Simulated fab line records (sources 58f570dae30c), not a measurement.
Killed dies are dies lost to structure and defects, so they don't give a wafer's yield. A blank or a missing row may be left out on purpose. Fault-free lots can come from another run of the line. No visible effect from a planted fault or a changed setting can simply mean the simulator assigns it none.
A single fault, viewed from 2 desks ; flow berkeleyCmos170 ; what lay behind the numbers comes last; until then each desk has only its own

DESK OF THE TOOL OWNER: krfScanner-02
The tool's own readings at UCB170_NLDD_EXPOSE_03 (exposes mask NSELECT, target cd 1200 nm): means of the sampled wafers that have a number, for each lot that ran on this tool. If a lot's mean is further than 4 standard deviations from the usual mean, the lot is out of limits and carries the mark OUT (the distance appears in the brackets).
Columns: A = exposureDoseMJCm2 at UCB170_NLDD_EXPOSE_03, usual 30.002; B = reticleTempC at UCB170_NLDD_EXPOSE_03, usual 22.99 C
lot;first seen here;A;B
L277;day 8 06:48;29.988;23.07
L276;day 8 06:53;30.019;23.08
L278;day 8 06:59;29.983;22.95
L280;day 8 16:48;30.008;22.98
L281;day 8 16:57;29.990;22.95
L279;day 8 17:35;30.003;22.97
L282;day 9 23:04;30.008;22.96
L290;day 11 12:19;20.017 (-99 or more) OUT;23.05
L292;day 13 05:13;22.012 (-99 or more) OUT;23.09
This desk's verdict: out of limits on L290, L292, starting with L290 at day 11 12:19 (exposureDoseMJCm2 at UCB170_NLDD_EXPOSE_03). Within limits: L277, L276, L278, L280, L281, L279, L282.

FROM THE METROLOGY DESK
What the gauges read, lot by lot, whatever tool the lot ran on: means of the sampled wafers that have a number. If a lot's mean is further than 4 standard deviations from the usual mean, the lot is out of limits and carries the mark OUT (the distance appears in the brackets).
Columns: A = PLDD_TW at UCB170_PLDD_TW_MEAS_11, usual 1013; B = cdNm at UCB170_NLDD_CD_MEAS_06, usual 1200.4 nm
lot;first seen here;A;B
L275;day 7 04:44;1020;1201.5
L274;day 7 04:59;989;1203.2
L277;day 8 05:58;1022;1199.5
L276;day 8 06:00;999;1199.5
L278;day 8 06:13;1027;1200.5
L280;day 8 15:52;1003;1203.0
L281;day 8 16:07;1001;1198.8
L279;day 8 16:26;999;1201.1
L282;day 9 22:18;994;1198.0
L287;day 10 14:28;1024;1199.5
L290;day 11 11:10;1025;1128.0 (-45) OUT
L295;day 12 17:51;1034;1200.0
L297;day 13 03:10;1030;1200.4
L292;day 13 03:12;996;1147.0 (-33) OUT
This desk's verdict: out of limits on L290, L292, starting with L290 at day 11 12:55 (cdNm at UCB170_NLDD_CD_MEAS_06). Within limits: L275, L274, L277, L276, L278, L280, L281, L279, L282, L287, L295, L297.

TAKEN TOGETHER
The tool owner's desk could have raised an alarm at day 11 12:19, on L290, L292.
L290, L292 would have let the metrology desk raise an alarm at day 11 12:55.
Of the lots named, all ran UCB170_NLDD_EXPOSE_03 on krfScanner-02.

WHAT THE SIMULATOR PUT IN
Drift in process parameters on krfScanner-02 at UCB170_NLDD_EXPOSE_03, starting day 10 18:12. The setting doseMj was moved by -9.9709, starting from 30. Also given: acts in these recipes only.
Lots struck among those shown: L290, L292.
Delay (hours) between the fault's onset and each desk's first out-of-limits reading: 18 at the tool owner's desk, 19 at the metrology desk.
